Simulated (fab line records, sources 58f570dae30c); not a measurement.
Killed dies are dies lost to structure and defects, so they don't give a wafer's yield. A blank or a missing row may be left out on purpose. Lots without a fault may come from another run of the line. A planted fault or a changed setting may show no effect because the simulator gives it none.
Which tool did it? | flow berkeley_cmos170 | 14 lots, 42 wafers sampled, at 4 steps of a route of 331

WHAT THE GAUGES READ, wafer by wafer
UCB170_PSD_CD_MEAS_06: target cd 1200 nm. Usual: cd_nm 1200.1 nm, standard deviation 1.1.
lot  | measured     | on        | cd_nm (nm)           | flag
L787 | day 7 10:20  | cd_sem-01 | 1202.3 1200.6 1201.1 |
L788 | day 7 17:03  | cd_sem-01 | 1199.6 1199.7 1198.4 |
L790 | day 7 19:34  | cd_sem-02 | 1199.9 1199.4 1199.6 |
L791 | day 8 00:46  | cd_sem-01 | 1198.7 1199.3 1198.6 |
L792 | day 8 03:23  | cd_sem-02 | 1199.8 1200.3 1200.0 |
L794 | day 8 13:42  | cd_sem-02 | 1200.4 1200.3 1199.2 |
L795 | day 8 13:56  | cd_sem-02 | 1201.3 1200.8 1201.0 |
L796 | day 8 13:50  | cd_sem-01 | 1202.6 1201.3 1201.9 |
L798 | day 9 21:48  | cd_sem-02 | 1201.1 1201.0 1202.1 |
L803 | day 10 16:33 | cd_sem-01 | 1198.8 1200.8 1200.6 |
L804 | day 10 16:51 | cd_sem-02 | 1199.9 1198.3 1199.4 |
L805 | day 11 09:20 | cd_sem-01 | 1198.8 1199.8 1198.8 |
L806 | day 11 09:48 | cd_sem-01 | 1199.1 1198.7 1201.1 |
L808 | day 12 00:41 | cd_sem-02 | 1201.6 1201.3 1199.8 |

WHICH TOOL RAN EACH LOT (tool, then ch and the chambers of the sampled wafers, then the start)
lot  | UCB170_ZERO_STRIP_07                | UCB170_PLDD_DEVELOP_05            | UCB170_PSD_PEB_04
L787 | plasma_asher-02 ch 0,1, day 1 21:52 | litho_track-03 ch 0, day 6 23:00  | litho_track-04 ch 0, day 7 10:04
L788 | plasma_asher-04 ch 0,1, day 2 02:19 | litho_track-02 ch 0, day 7 07:00  | litho_track-04 ch 0, day 7 16:46
L790 | plasma_asher-02 ch 0,1, day 2 14:08 | litho_track-04 ch 0, day 7 11:00  | litho_track-04 ch 0, day 7 19:17
L791 | plasma_asher-04 ch 0,1, day 2 20:57 | litho_track-04 ch 0, day 7 18:00  | litho_track-04 ch 0, day 8 00:29
L792 | plasma_asher-01 ch 0,1, day 3 00:13 | litho_track-02 ch 0, day 7 19:00  | litho_track-01 ch 0, day 8 03:02
L794 | plasma_asher-04 ch 0,1, day 3 12:24 | litho_track-04, day 8 05:00       | litho_track-01 ch 0, day 8 13:25
L795 | plasma_asher-02 ch 0,1, day 3 17:01 | litho_track-04 ch 0, day 8 05:00  | litho_track-03 ch 0, day 8 13:39
L796 | plasma_asher-04 ch 1, day 3 19:55   | litho_track-03, day 8 05:00       | litho_track-04 ch 0, day 8 13:34
L798 | plasma_asher-01 ch 0,1, day 4 10:57 | litho_track-02 ch 0, day 9 06:00  | litho_track-03 ch 0, day 9 21:32
L803 | plasma_asher-04 ch 0,1, day 5 13:02 | litho_track-04 ch 0, day 10 09:00 | litho_track-03 ch 0, day 10 16:17
L804 | plasma_asher-04 ch 0,1, day 5 13:19 | litho_track-03 ch 0, day 10 09:00 | litho_track-03 ch 0, day 10 16:35
L805 | plasma_asher-02 ch 1, day 5 22:12   | litho_track-03 ch 0, day 11 00:00 | litho_track-04 ch 0, day 11 09:04
L806 | plasma_asher-04 ch 0,1, day 6 02:46 | litho_track-03 ch 0, day 11 01:00 | litho_track-03 ch 0, day 11 09:32
L808 | plasma_asher-04 ch 0,1, day 6 15:57 | litho_track-02 ch 0, day 11 12:00 | litho_track-04 ch 0, day 12 00:25
- UCB170_ZERO_STRIP_07: strips in O2.
- UCB170_PLDD_DEVELOP_05: develop time 45 s.
- UCB170_PSD_PEB_04

WHAT THE TOOLS THEMSELVES READ (means of the sampled wafers that have a number; where no wafer has one, the mark that the record gives instead)
UCB170_ZERO_STRIP_07. Usual: drypump_motor_current_A 5.9 A, standard deviation 0.58; oes_product_au 0.727 a.u., standard deviation 0.0044; strip_time_to_endpoint_s 21.51 s, standard deviation 0.059.
lot  | tool            | drypump_motor_current_A (A) | oes_product_au (a.u.) | strip_time_to_endpoint_s (s) | flag
L787 | plasma_asher-02 | 5.6                         | 0.729                 | 21.51                        |
L788 | plasma_asher-04 | 6.1                         | 0.726                 | 21.49                        |
L790 | plasma_asher-02 | 5.5                         | 0.725                 | 21.49                        |
L791 | plasma_asher-04 | 6.4                         | 0.726                 | 21.51                        |
L792 | plasma_asher-01 | 5.0                         | 0.727                 | 21.53                        |
L794 | plasma_asher-04 | 6.1                         | 0.728                 | 21.48                        |
L795 | plasma_asher-02 | 5.9                         | 0.726                 | 21.52                        |
L796 | plasma_asher-04 | 5.9                         | 0.725                 | 21.59                        |
L798 | plasma_asher-01 | 5.0                         | 0.730                 | 21.54                        |
L803 | plasma_asher-04 | 6.4                         | 0.728                 | 21.52                        |
L804 | plasma_asher-04 | 6.4                         | 0.727                 | 21.48                        |
L805 | plasma_asher-02 | 6.3                         | 0.727                 | 21.43                        |
L806 | plasma_asher-04 | 6.0                         | 0.724                 | 21.49                        |
L808 | plasma_asher-04 | 6.1                         | 0.725                 | 21.49                        |

UCB170_PLDD_DEVELOP_05. Usual: chill_plate_temp_C 23.01 C, standard deviation 0.09.
lot  | tool           | chill_plate_temp_C (C) | flag
L787 | litho_track-03 | 23.00                  |
L788 | litho_track-02 | 23.10                  |
L790 | litho_track-04 | 23.06                  |
L791 | litho_track-04 | 23.03                  |
L792 | litho_track-02 | 23.01                  |
L794 | litho_track-04 | -                      | OFF
L795 | litho_track-04 | 23.10                  |
L796 | litho_track-03 | -                      | OFF
L798 | litho_track-02 | 22.99                  |
L803 | litho_track-04 | 23.04                  |
L804 | litho_track-03 | 22.99                  |
L805 | litho_track-03 | 22.91                  |
L806 | litho_track-03 | 23.00                  |
L808 | litho_track-02 | 23.04                  |

UCB170_PSD_PEB_04. Usual: heater_power_total_W 56.88 W, standard deviation 0.044; plate_sensor_t_centre_C 131.41 C, standard deviation 0.0091; plate_sensor_t_edge_C 131.53 C, standard deviation 0.011.
lot  | tool           | heater_power_total_W (W) | plate_sensor_t_centre_C (C) | plate_sensor_t_edge_C (C) | flag
L787 | litho_track-04 | 56.94                    | 131.41                      | 131.54                    |
L788 | litho_track-04 | 56.84                    | 131.41                      | 131.53                    |
L790 | litho_track-04 | 56.90                    | 131.41                      | 131.53                    |
L791 | litho_track-04 | 56.89                    | 131.41                      | 131.53                    |
L792 | litho_track-01 | 56.91                    | 131.40                      | 131.53                    |
L794 | litho_track-01 | 56.88                    | 131.41                      | 131.53                    |
L795 | litho_track-03 | 56.92                    | 131.41                      | 131.53                    |
L796 | litho_track-04 | 56.86                    | 131.41                      | 131.53                    |
L798 | litho_track-03 | 56.87                    | 131.41                      | 131.53                    |
L803 | litho_track-03 | 56.89                    | 131.41                      | 131.54                    |
L804 | litho_track-03 | 56.84                    | 131.41                      | 131.53                    |
L805 | litho_track-04 | 56.89                    | 131.40                      | 131.54                    |
L806 | litho_track-03 | 56.91                    | 131.41                      | 131.54                    |
L808 | litho_track-04 | 56.90                    | 131.40                      | 131.54                    |

THE ANSWER, worked out from the rows above alone
Rule: a lot is off if the mean of its wafers that have a number lies more than 3 standard deviations from the usual mean. A lot without any number at a reading at which 4 lots or more have one is off too. The other lots that the step has rows for count as sound. The gauges are gone through in route order, then the tools' own readings, and for those a lot's mean is taken as printed above. The first step at which some lot is off is used, and at that step the reading that is off furthest; a lot without a number counts as furthest.
Off: L794, L796, at UCB170_PLDD_DEVELOP_05 (chill_plate_temp_C). Without a number there: L794, L796.
A tool fits if, at that step or a process step before it, it ran every lot that is off, and no sound lot after the first of them. None of those tried fits.

WHAT THE SIMULATOR HAD PUT IN
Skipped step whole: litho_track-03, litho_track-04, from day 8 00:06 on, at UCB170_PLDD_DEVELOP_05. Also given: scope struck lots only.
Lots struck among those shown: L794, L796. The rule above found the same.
